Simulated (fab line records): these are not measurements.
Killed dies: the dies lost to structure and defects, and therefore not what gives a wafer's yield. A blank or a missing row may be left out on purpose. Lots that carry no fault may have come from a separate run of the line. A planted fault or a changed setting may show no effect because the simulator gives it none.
fab line records | flow ritCmos
[record] lots = 6 wafers = 18 lastDay = 7
route steps=202 shown REOX@99 NLDD@103 PLDD@114 SPACER@125 NSD@131 M1@202
lots that met no fault: from a run of the same line without faults
startH: start of the lot's first displayed wafer, in hours after the record's first day | waitH: hours elapsed since this lot's preceding step | " repeats the value in the row above | L1.1+2: several wafers, shown together as one row | - value missing, or start not given | * or withheld: withheld | < > ~ a bound
route shown NAME@n: a module of which the file shows steps, and the number in the route of the first | usual: mean/standard deviation taken from wafers without a fault | same: alike in all rows | chamber/n: place in a boat | sites: per-site readings | _std_site: standard deviation of those values | _edge_site: the outer-site mean with the inner-site mean subtracted | radiusMm: for every site, how far away it sits from the centre of the wafer | mask NAME#n: copy n | behind: tool/chamber where the wafer was last shaped | hold: why the lot was held/for how many hours/how that ended | device: the transistor (n, p or np) that didn't switch | end of line: the same wafers' tests at the end of the route | a step given without rows: its recipe and nothing more | killed: dies lost to structure and defects at the first sort, not the wafer's yield | map: a wafer's dies, marking killed ones x, the rest . and places with no die _
set.NAME: the setting as run; set.NAME@STEP: as run at that earlier step | model.NAME: the simulator's own value behind a step, which no gauge read
lots at selected steps of the route; one table per step, one row per wafer
services: from which hour (startH, from the record's first day; less than 0 if before it) a tool's chamber was out of use, for how many hours, and why
[[steps]]
[step RIT_REOX_CLEAN_01]
[recipe] chemistry = dHF dilution = 50:1 timeS = 30
[step RIT_REOX_CLEAN_02]
[recipe] chemistry = SC2 mix = 3:3:50 timeS = 583.4 tempC = 75 dry = n2Spin
[step RIT_REOX_OXIDATION_03]
[recipe] tempC = 900 ambient = O2 targetThkA = 252 oxTimeS = 5580
[step RIT_REOX_THK_MEAS_04]
[recipe] reads = SiO2_of_REOX_OXIDATION_03
[usual] REOX_OXIDE_THK = 25.0/0.43
// columns lot.wafer tool chamber startH waitH REOX_OXIDE_THK[nm]
L804.1 filmMetro-03 - 56.84 0.0 25.0
L804.4 " - " " 24.8
L804.6 " - " " 25.2
L808.1 filmMetro-01 - 76.31 0.0 25.2
L808.3 " - " " 25.1
L808.6 " - " " 24.6
L812.1 filmMetro-01 - 96.42 0.0 25.1
L812.2 " - " " 25.1
L812.3 " - " " 25.1
L813.1 filmMetro-02 - 102.39 0.0 25.1
L813.3 " - " " 25.3
L813.6 " - " " 25.3
L816.1 filmMetro-01 - 117.52 0.0 24.5
L816.5 " - " " 24.3
L816.6 " - " " 24.7
L825.1 filmMetro-01 - 157.97 0.0 24.7
L825.3 " - " " 25.0
L825.4 " - " " 24.7
[step RIT_NLDD_HMDS_00]
[recipe] primeTimeS = 60 primeTempC = 140
[step RIT_NLDD_COAT_01]
[recipe] resist = NOVOLAK spinRpm = 3250 resistThkNm = 1000
[step RIT_NLDD_SOFTBAKE_02]
[recipe] resist = NOVOLAK tempC = 90 timeS = 60
[step RIT_NLDD_EXPOSE_03]
[recipe] maskId = M7 na = 0.57 targetCdNm = 40700 doseMj = 250
[step RIT_NLDD_PEB_04]
[recipe] resist = NOVOLAK tempC = withheld timeS = withheld
[step RIT_NLDD_DEVELOP_05]
[recipe] resist = NOVOLAK developTimeS = 50 devTempC = 23
[step RIT_NLDD_OVL_MEAS_06]
[usual] NLDD_OVL = 0.1/1.4
// columns lot.wafer tool chamber startH waitH NLDD_OVL[nm]
L804.1 overlay-01 - 57.87 - 3.7
L804.4 " - " " 0.3
L804.6 " - " " 2.1
L808.1 overlay-01 - 77.22 - -1.1
L808.3 " - " " -1.8
L808.6 " - " " -2.4
L812.1 overlay-01 - 97.33 - 0.0
L812.2 " - " " 2.1
L812.3 " - " " 0.4
L813.1 overlay-02 - 103.35 - 0.0
L813.3 " - " " -0.4
L813.6 " - " " -0.6
L816.1 overlay-01 - 118.43 - -0.7
L816.5 " - " " 1.1
L816.6 " - " " 1.6
L825.1 overlay-01 - 159.01 - 1.2
L825.3 " - " " -0.2
L825.4 " - " " 1.0
[step RIT_NLDD_HARDBAKE_07]
[recipe] resist = NOVOLAK tempC = 140 timeS = 60
[step RIT_NLDD_IMPLANT_08]
[recipe] species = P energyKev = 20 doseCm2 = 5e+14 tiltDeg = 7
[usual] doseIonsCm2 = 5.002e+14/5.7e+11 tiltDeg = 6.998/0.022
// columns lot.wafer tool chamber startH waitH doseIonsCm2 tiltDeg
L804.1 implanter-01 0 58.06 0.1 4.995e+14 6.989
L804.4 " 0 " " 4.999e+14 7.007
L804.6 " 0 " " 5.005e+14 6.977
L808.1 implanter-03 0 77.41 0.1 5.004e+14 7.009
L808.3 " 0 " " 5.003e+14 6.988
L808.6 " 0 " " 4.999e+14 7.010
L812.1 implanter-01 0 97.52 0.1 5.233e+14 7.019
L812.2 " 0 " " 5.244e+14 7.037
L812.3 " 0 " " 5.241e+14 7.003
L813.1 implanter-03 0 103.53 0.1 4.992e+14 6.997
L813.3 " 0 " " 5.005e+14 6.994
L813.6 " 0 " " 4.994e+14 6.974
L816.1 implanter-01 0 118.61 0.1 5.245e+14 6.981
L816.5 " 0 " " 5.239e+14 6.963
L816.6 " 0 " " 5.245e+14 7.003
L825.1 implanter-03 0 159.19 0.1 5.006e+14 7.055
L825.3 " 0 " " 4.997e+14 7.043
L825.4 " 0 " " 5.004e+14 7.003
[step RIT_NLDD_STRIP_09]
[recipe] chemistry = O2 timeS = 180 resist = NOVOLAK platenTempC = withheld powerW = 508 pressureMtorr = 4000 o2FlowSccm = 4000
[usual] chamberPressureMTorr = 3999/3.7 drypumpMotorCurrentA = 5.4/0.42
// columns lot.wafer tool chamber startH waitH chamberPressureMTorr drypumpMotorCurrentA rfHoursCounterH
L804.1 plasmaAsher-03 0 58.21 0.1 3999 5.3 41
L804.4 " 1 " " 4002 5.2 -
L804.6 " 1 " " 3998 5.2 -
L808.1 plasmaAsher-03 1 77.56 0.1 3995 5.2 43
L808.3 " 0 " " 4004 5.3 -
L808.6 " 0 " " 3999 5.3 -
L812.1 plasmaAsher-03 1 97.67 0.1 4006 5.2 45
L812.2 " 0 " " 4006 5.3 45
L812.3 " 1 " " 3998 5.2 -
L813.1 plasmaAsher-04 1 103.68 0.1 3998 5.8 44
L813.3 " 1 " " 4004 5.8 -
L813.6 " 1 " " 4004 5.8 -
L816.1 plasmaAsher-01 0 118.76 0.1 4006 4.7 35
L816.5 " 1 " " 4003 5.9 -
L816.6 " 0 " " 4001 4.8 -
L825.1 plasmaAsher-03 0 159.34 0.1 4001 5.3 4
L825.3 " 1 " " 3998 5.2 -
L825.4 " 0 " " 3998 5.3 -
[step RIT_NLDD_TW_MEAS_10]
[usual] NLDD_TW = 2482/11
// columns lot.wafer tool chamber startH waitH NLDD_TW
L804.1 filmMetro-02 - 58.39 0.1 2495
L804.4 " - " " 2507
L804.6 " - " " 2490
L808.1 filmMetro-03 - 77.73 0.1 2471
L808.3 " - " " 2474
L808.6 " - " " 2476
L812.1 filmMetro-03 - 97.84 0.1 2499
L812.2 " - " " 2507
L812.3 " - " " 2519
L813.1 filmMetro-02 - 103.86 0.1 2487
L813.3 " - " " 2499
L813.6 " - " " 2475
L816.1 filmMetro-02 - 118.94 0.1 2509
L816.5 " - " " 2512
L816.6 " - " " 2518
L825.1 filmMetro-02 - 159.52 0.1 2460
L825.3 " - " " 2477
L825.4 " - " " 2483
[step RIT_PLDD_HMDS_00]
[recipe] primeTimeS = 60 primeTempC = 140
[step RIT_PLDD_COAT_01]
[recipe] resist = NOVOLAK spinRpm = 3250 resistThkNm = 1000
[step RIT_PLDD_SOFTBAKE_02]
[recipe] resist = NOVOLAK tempC = 90 timeS = 60
[step RIT_PLDD_EXPOSE_03]
[recipe] maskId = M8 na = 0.57 targetCdNm = 40900 doseMj = 250
[step RIT_PLDD_PEB_04]
[recipe] resist = NOVOLAK tempC = withheld timeS = withheld
[step RIT_PLDD_DEVELOP_05]
[recipe] resist = NOVOLAK developTimeS = 50 devTempC = 23
[step RIT_PLDD_OVL_MEAS_06]
[usual] PLDD_OVL = -1.3/1.4
// columns lot.wafer tool chamber startH waitH PLDD_OVL[nm]
L804.1 overlay-02 - 59.30 - -1.3
L804.4 " - " " -0.8
L804.6 " - " " -1.5
L808.1 overlay-01 - 78.64 - -1.7
L808.3 " - " " -3.7
L808.6 " - " " -3.0
L812.1 overlay-02 - 98.88 - -2.9
L812.2 " - " " -3.1
L812.3 " - " " -4.5
L813.1 overlay-02 - 105.01 - 0.1
L813.3 " - " " -2.5
L813.6 " - " " -1.7
L816.1 overlay-01 - 119.85 - -0.7
L816.5 " - " " 0.7
L816.6 " - " " -1.4
L825.1 overlay-02 - 160.43 - -1.4
L825.3 " - " " -2.4
L825.4 " - " " 0.7
[step RIT_PLDD_HARDBAKE_07]
[recipe] resist = NOVOLAK tempC = 140 timeS = 60
[step RIT_PLDD_IMPLANT_08]
[recipe] species = BF2 energyKev = 20 doseCm2 = 9e+14 tiltDeg = 7
[step RIT_PLDD_STRIP_09]
[recipe] chemistry = O2 timeS = 180 resist = NOVOLAK platenTempC = withheld powerW = 500 pressureMtorr = 4000 o2FlowSccm = 4000
[usual] chamberPressureMTorr = 4000/3.6 drypumpMotorCurrentA = 5.6/0.31
// columns lot.wafer tool chamber startH waitH chamberPressureMTorr drypumpMotorCurrentA rfHoursCounterH
L804.1 plasmaAsher-04 1 59.63 0.1 4002 5.8 41
L804.4 " 1 " " 3996 5.8 -
L804.6 " 1 " " 4003 5.8 -
L808.1 plasmaAsher-04 1 78.98 0.1 3999 5.8 42
L808.3 " 1 " " 3998 5.8 -
L808.6 " 1 " " 4001 5.8 -
L812.1 plasmaAsher-02 0 99.21 0.1 4005 5.7 44
L812.2 " 1 " " 4001 6.0 44
L812.3 " 0 " " 4004 5.7 -
L813.1 plasmaAsher-02 0 105.35 0.1 3998 5.8 44
L813.3 " 1 " " 4000 6.0 -
L813.6 " 1 " " 4002 6.0 -
L816.1 plasmaAsher-04 1 120.18 0.1 4002 5.9 47
L816.5 " 0 " " 4003 5.8 -
L816.6 " 1 " " 3999 5.8 -
L825.1 plasmaAsher-04 0 160.76 0.1 4000 5.9 51
L825.3 " 1 " " 3999 5.8 -
L825.4 " 0 " " 4001 5.9 -
[step RIT_PLDD_TW_MEAS_10]
[usual] PLDD_TW = 2340/9.9
// columns lot.wafer tool chamber startH waitH PLDD_TW
L804.1 filmMetro-04 - 59.81 0.1 2339
L804.4 " - " " 2328
L804.6 " - " " 2328
L808.1 filmMetro-03 - 79.15 0.1 2334
L808.3 " - " " 2331
L808.6 " - " " 2332
L812.1 filmMetro-03 - 99.39 0.1 2336
L812.2 " - " " 2334
L812.3 " - " " 2340
L813.1 filmMetro-03 - 105.52 0.1 2347
L813.3 " - " " 2339
L813.6 " - " " 2326
L816.1 filmMetro-04 - 120.36 0.1 2354
L816.5 " - " " 2364
L816.6 " - " " 2365
L825.1 filmMetro-04 - 160.94 0.1 2331
L825.3 " - " " 2344
L825.4 " - " " 2324
[step RIT_SPACER_CLEAN_00]
[recipe] chemistry = SC1 mix = 3:3:50 timeS = 623.6 tempC = 75
[step RIT_SPACER_CLEAN_01]
[recipe] chemistry = dHF dilution = 50:1 timeS = 30
[step RIT_SPACER_CLEAN_02]
[recipe] chemistry = SC2 mix = 3:3:50 timeS = 600 tempC = 75 dry = n2Spin
[step RIT_SPACER_CVD_03]
[recipe] material = Si3N4 targetThkNm = 250 tempC = 810 precursor = SiH2Cl2/NH3 timeS = 3300 pressureMtorr = 300 sih2cl2FlowSccm = 60 nh3FlowSccm = 150
[step RIT_SPACER_THK_MEAS_04]
[recipe] reads = Si3N4_of_SPACER_CVD_03
[usual] SPACER_NITRIDE_THK = 250.0/2.2
// columns lot.wafer tool chamber startH waitH SPACER_NITRIDE_THK[nm]
L804.1 filmMetro-03 - 62.15 0.0 249.2
L804.4 " - " " 248.3
L804.6 " - " " 251.5
L808.1 filmMetro-03 - 81.49 0.0 246.6
L808.3 " - " " 249.4
L808.6 " - " " 249.7
L812.1 filmMetro-01 - 102.69 0.0 250.0
L812.2 " - " " 246.0
L812.3 " - " " 248.6
L813.1 filmMetro-04 - 107.87 0.0 247.5
L813.3 " - " " 247.5
L813.6 " - " " 250.2
L816.1 filmMetro-04 - 122.72 0.0 250.6
L816.5 " - " " 251.9
L816.6 " - " " 250.4
L825.1 filmMetro-04 - 163.31 0.0 251.0
L825.3 " - " " 249.1
L825.4 " - " " 250.4
[step RIT_SPACER_ETCHBACK_05]
[recipe] targetDepthA = 2500 SF6_flow_sccm = 30 CHF3_flow_sccm = 30 target = Si3N4 chemistry = SF6/CHF3 pressureMtorr = 40 rfW = 250 timeS = 240 stopOn = SiO2
[usual] chamberPressureMTorr = 40.00/0.036 drypumpMotorCurrentA = 5.7/0.56 oesProductAu = 0.845/0.013 throttleValvePct = 10.26/0.14
// columns lot.wafer tool chamber startH waitH chamberPressureMTorr drypumpMotorCurrentA oesProductAu rfHoursCounterH throttleValvePct
L804.1 rieDiel-01 0 62.21 0.1 40.00 5.9 0.847 0 10.08
L804.4 " 3 " " 39.97 6.6 0.841 55 10.34
L804.6 " 3 " " 39.96 6.5 0.849 - 10.32
L808.1 rieDiel-01 1 81.55 0.1 40.08 5.6 0.835 43 10.03
L808.3 " 0 " " 40.07 5.9 0.854 1 10.07
L808.6 " 1 " " 39.95 5.6 0.835 - 10.02
L812.1 rieDiel-03 3 102.75 0.1 40.04 4.7 0.858 49 10.08
L812.2 " 1 " " 39.95 5.3 0.827 53 10.25
L812.3 " 0 " " 40.00 5.6 0.863 3 10.51
L813.1 rieDiel-02 2 107.93 0.1 39.98 5.3 0.854 0 10.22
L813.3 " 3 " " 40.01 6.0 0.822 7 10.25
L813.6 " 2 " " 39.95 5.3 0.867 - 10.21
L816.1 rieDiel-03 0 122.78 0.1 39.98 5.5 0.873 4 10.52
L816.5 " 0 " " 40.04 5.5 0.866 - 10.51
L816.6 " 3 " " 39.98 4.7 0.855 - 10.07
L825.1 rieDiel-01 3 163.37 0.1 39.99 6.6 0.849 56 10.32
L825.3 " 1 " " 40.03 5.6 0.844 44 10.02
L825.4 " 2 " " 39.98 6.2 0.827 94 10.39
[step RIT_NSD_HMDS_00]
[recipe] primeTimeS = 60 primeTempC = 140
[step RIT_NSD_COAT_01]
[recipe] resist = NOVOLAK spinRpm = 3250 resistThkNm = 1000
[step RIT_NSD_SOFTBAKE_02]
[recipe] resist = NOVOLAK tempC = 90 timeS = 60
[step RIT_NSD_EXPOSE_03]
[recipe] maskId = M9 na = 0.57 targetCdNm = 40700 doseMj = 250
[step RIT_NSD_PEB_04]
[recipe] resist = NOVOLAK tempC = withheld timeS = withheld
[step RIT_NSD_DEVELOP_05]
[recipe] resist = NOVOLAK developTimeS = 50 devTempC = 23
[step RIT_NSD_OVL_MEAS_06]
[usual] NSD_OVL = 0.2/1.2
// columns lot.wafer tool chamber startH waitH NSD_OVL[nm]
L804.1 overlay-02 - 63.21 - 0.2
L804.4 " - " " -0.5
L804.6 " - " " -0.4
L808.1 overlay-01 - 82.55 - -0.2
L808.3 " - " " -0.9
L808.6 " - " " -0.8
L812.1 overlay-02 - 103.82 - 3.2
L812.2 " - " " 2.4
L812.3 " - " " 1.2
L813.1 overlay-01 - 109.11 - -0.2
L813.3 " - " " 0.7
L813.6 " - " " 2.3
L816.1 overlay-02 - 123.96 - -1.5
L816.5 " - " " -1.7
L816.6 " - " " -0.7
L825.1 overlay-01 - 164.50 - 0.5
L825.3 " - " " 0.5
L825.4 " - " " -0.4
[step RIT_NSD_HARDBAKE_07]
[recipe] resist = NOVOLAK tempC = 138.8 timeS = 60
[step RIT_NSD_IMPLANT_08]
[recipe] species = P energyKev = 25 doseCm2 = 1e+15 tiltDeg = 7
[step RIT_NSD_STRIP_09]
[recipe] chemistry = O2 timeS = 180 resist = NOVOLAK platenTempC = withheld powerW = 500 pressureMtorr = 4000 o2FlowSccm = 4000
[usual] chamberPressureMTorr = 4000/3.4 drypumpMotorCurrentA = 5.5/0.42
// columns lot.wafer tool chamber startH waitH chamberPressureMTorr drypumpMotorCurrentA rfHoursCounterH
L804.1 plasmaAsher-03 1 63.55 0.1 3997 5.2 41
L804.4 " 1 " " 3992 5.2 -
L804.6 " 0 " " 4000 5.3 -
L808.1 plasmaAsher-02 1 82.89 0.1 3994 6.0 42
L808.3 " 0 " " 3996 5.7 -
L808.6 " 0 " " 4003 5.7 -
L812.1 plasmaAsher-02 0 104.15 0.1 3999 5.6 44
L812.2 " 1 " " 4005 6.0 44
L812.3 " 1 " " 3999 6.0 -
L813.1 plasmaAsher-01 1 109.44 0.1 4002 5.9 34
L813.3 " 0 " " 4004 4.8 -
L813.6 " 1 " " 4000 5.9 -
L816.1 plasmaAsher-02 0 124.30 0.1 3998 5.7 47
L816.5 " 0 " " 4000 5.7 -
L816.6 " 1 " " 4000 6.0 -
L825.1 plasmaAsher-01 0 164.84 0.1 4002 4.8 40
L825.3 " 1 " " 4004 5.9 -
L825.4 " 0 " " 4002 4.8 -
[step RIT_SDANNEAL_RS_MEAS_07]
[recipe] thkMeasGauge = four-point-probe
[usual] NLDD_RS = 151.5/0.54
// columns lot.wafer tool chamber startH waitH NLDD_RS[ohm/sq]
L804.1 filmMetro-02 - 66.30 0.1 150.4
L804.4 " - " " 150.7
L804.6 " - " " 150.8
L808.1 filmMetro-02 - 85.68 0.1 151.6
L808.3 " - " " 151.8
L808.6 " - " " 151.6
L812.1 filmMetro-02 - 106.68 0.1 145.3
L812.2 " - " " 145.5
L812.3 " - " " 145.3
L813.1 filmMetro-03 - 112.18 0.1 152.5
L813.3 " - " " 152.3
L813.6 " - " " 152.9
L816.1 filmMetro-04 - 126.77 0.1 146.7
L816.5 " - " " 146.2
L816.6 " - " " 146.2
L825.1 filmMetro-02 - 167.28 0.1 151.2
L825.3 " - " " 151.2
L825.4 " - " " 151.0
[step RIT_M1_PROBE_99]
[usual] killedAtContacts = 0.1/0.3 killedAtFrontEnd = 6.7/2.6 killedDies = 6.8/2.6 killedOnRim = 1.9/1.3 killedOpen = 3.3/1.7 killedShort = 3.4/2
[same] grossDies = 264 killed_at_M0_to_M3 = 0 killed_at_M4_up = 0 killedAtBackSide = 0 killedAtOther = 0
// columns lot.wafer tool chamber startH waitH killedAtContacts killedAtFrontEnd killedDies killedOnRim killedOpen killedShort
L804.1 prober-01 - 73.32 0.1 0 8 8 2 4 4
L804.4 prober-01 - 73.47 0.2 1 11 12 2 7 5
L804.6 prober-01 - 73.57 0.2 0 6 6 1 3 3
L808.1 prober-01 - 92.69 0.1 0 8 8 1 5 2
L808.3 prober-01 - 92.79 0.2 0 3 3 1 0 3
L808.6 prober-01 - 92.94 0.2 0 5 5 1 3 2
L812.1 prober-01 - 113.66 0.1 0 2 2 1 0 2
L812.2 prober-01 - 113.71 0.1 1 6 7 1 3 4
L812.3 prober-01 - 113.76 0.2 0 7 7 3 4 3
L813.1 prober-01 - 119.31 0.1 0 6 6 0 5 1
L813.3 prober-01 - 119.41 0.2 0 12 12 4 6 6
L813.6 prober-01 - 119.56 0.2 0 6 6 1 2 4
L816.1 prober-01 - 133.80 0.1 0 7 7 0 1 6
L816.5 prober-01 - 134.00 0.2 0 8 8 1 4 4
L816.6 prober-01 - 134.05 0.2 0 11 11 2 6 5
L825.1 prober-02 - 174.34 0.1 0 4 4 1 1 3
L825.3 prober-02 - 174.44 0.2 0 4 4 2 2 2
L825.4 prober-02 - 174.49 0.2 0 5 5 2 2 3
// killed by level:class
L804.1 GATE:geometricParticle:short=2 FOX1:geometricParticle:open=1 FOX1:geometricParticle:short=1 GATE:geometricParticle:open=1 REOX:geometricParticle:short=1 REOX:geometricParticle:open=1 SILICIDE:geometricParticle:open=1
L804.4 GATE:geometricParticle:short=3 GATE:geometricParticle:open=3 FOX2:geometricParticle:open=1 REOX:geometricParticle:open=1 REOX:geometricParticle:short=1 SPACER:geometricParticle:open=1 SILICIDE:geometricParticle:short=1 CONTACT:geometricParticle:open=1
L804.6 FOX1:geometricParticle:open=2 FOX1:geometricParticle:short=2 GATE:geometricParticle:short=1 GATE:geometricParticle:open=1
L808.1 SILICIDE:geometricParticle:open=2 ACTIVE:geometricParticle:open=1 FOX1:geometricParticle:open=1 FOX1:geometricParticle:short=1 GATE:geometricParticle:short=1 SPACER:geometricParticle:open=1 NWELL:coatMicrobubblePrinted=1
L808.3 FOX2:geometricParticle:short=1 REOX:geometricParticle:short=1 SPACER:geometricParticle:short=1
L808.6 FOX1:geometricParticle:short=2 GATE:geometricParticle:open=2 FOX2:geometricParticle:open=1
L812.1 FOX1:geometricParticle:short=2
L812.2 FOX1:geometricParticle:short=1 GATE:geometricParticle:open=1 GATE:geometricParticle:short=1 REOX:geometricParticle:short=1 REOX:geometricParticle:open=1 SPACER:geometricParticle:short=1 CONTACT:geometricParticle:open=1
L812.3 GATE:geometricParticle:open=3 GATE:geometricParticle:short=1 REOX:geometricParticle:short=1 SPACER:geometricParticle:open=1 SPACER:geometricParticle:short=1
L813.1 GATE:geometricParticle:open=2 SILICIDE:geometricParticle:open=2 GATE:geometricParticle:short=1 REOX:geometricParticle:open=1
L813.3 GATE:geometricParticle:open=4 GATE:geometricParticle:short=3 SILICIDE:geometricParticle:open=2 SILICIDE:geometricParticle:short=2 REOX:geometricParticle:short=1
L813.6 FOX2:geometricParticle:short=2 FOX1:geometricParticle:short=1 GATE:geometricParticle:open=1 REOX:geometricParticle:short=1 SILICIDE:geometricParticle:open=1
L816.1 GATE:geometricParticle:short=3 SPACER:geometricParticle:short=3 SPACER:geometricParticle:open=1
L816.5 REOX:geometricParticle:short=2 FOX1:geometricParticle:open=1 GATE:geometricParticle:open=1 SPACER:geometricParticle:open=1 SPACER:geometricParticle:short=1 SILICIDE:geometricParticle:open=1 SILICIDE:geometricParticle:short=1
L816.6 GATE:geometricParticle:open=3 FOX1:geometricParticle:open=2 GATE:geometricParticle:short=2 SPACER:geometricParticle:short=2 REOX:geometricParticle:open=1 SILICIDE:geometricParticle:short=1
L825.1 FOX1:geometricParticle:short=1 REOX:geometricParticle:short=1 REOX:geometricParticle:open=1 SILICIDE:geometricParticle:short=1
L825.3 REOX:geometricParticle:open=2 GATE:geometricParticle:short=1 REOX:geometricParticle:short=1
L825.4 FOX1:geometricParticle:short=2 GATE:geometricParticle:short=1 REOX:geometricParticle:open=1 SPACER:geometricParticle:open=1
[[services]]
// columns tool chamber startH hours kind
rieDiel-02 3 45.81 6.1 repair
implanter-03 - 46.71 5.2 repair
rieDiel-03 2 52.50 9.5 repair
rieDiel-03 3 59.59 4.2 repair
plasmaAsher-04 - 62.96 15.9 pm
plasmaAsher-02 - 67.06 1.2 repair
rieDiel-02 2 84.55 - clean
rieDiel-02 2 84.55 20.4 scheduledDown
rieDiel-02 2 84.55 20.4 ventCycle
rieDiel-01 0 92.51 5.3 repair
plasmaAsher-03 - 107.08 5.2 repair
plasmaAsher-03 - 112.27 9.0 pm
plasmaAsher-03 0 112.27 9.0 ventCycle
plasmaAsher-03 1 112.27 9.0 ventCycle
rieDiel-03 - 113.42 1.0 repair
rieDiel-02 3 121.12 15.6 repair
plasmaAsher-03 0 121.27 - clean
plasmaAsher-03 1 121.27 - clean
rieDiel-02 1 122.91 2.9 repair
rieDiel-03 - 131.76 14.6 pm
rieDiel-02 - 137.36 2.8 pm
rieDiel-01 1 145.62 12.3 repair
rieDiel-02 3 146.63 4.1 repair
[[key]]
[firstSign] step = RIT_NLDD_IMPLANT_08 reading = doseIonsCm2 direction = up sigmas = 42 usual = 5.002e+14 struck = 5.241e+14
[effect] step = RIT_NLDD_TW_MEAS_10 reading = NLDD_TW direction = up sigmas = 2.6 usual = 2482 struck = 2511
[effect] step = RIT_SDANNEAL_RS_MEAS_07 reading = NLDD_RS direction = down sigmas = 10 usual = 151.5 struck = 145.9
metAt RIT_NLDD_IMPLANT_08
struckWafers L812.1,L812.2,L812.3,L816.1,L816.5,L816.6
testerLeftOut L812,L816
onsetBetween 58.06 97.52
[fault] kind = processParameterDrift tool = implanter-01 chamber = - onsetH = 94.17 steps = RIT_NLDD_IMPLANT_08 channel = doseCm2 offset = 2.3621e+13 shape = step endH = 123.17 actsIn = theseRecipesOnly stated = 5e+14
// testerLeftOut: of these lots the tester's yield and bins aren't shown, on N5 and GAA mostly nor the transistor test; their killed dies are dies lost to structure and defects alone, not to doping, threshold or leakage, so they don't give the yield
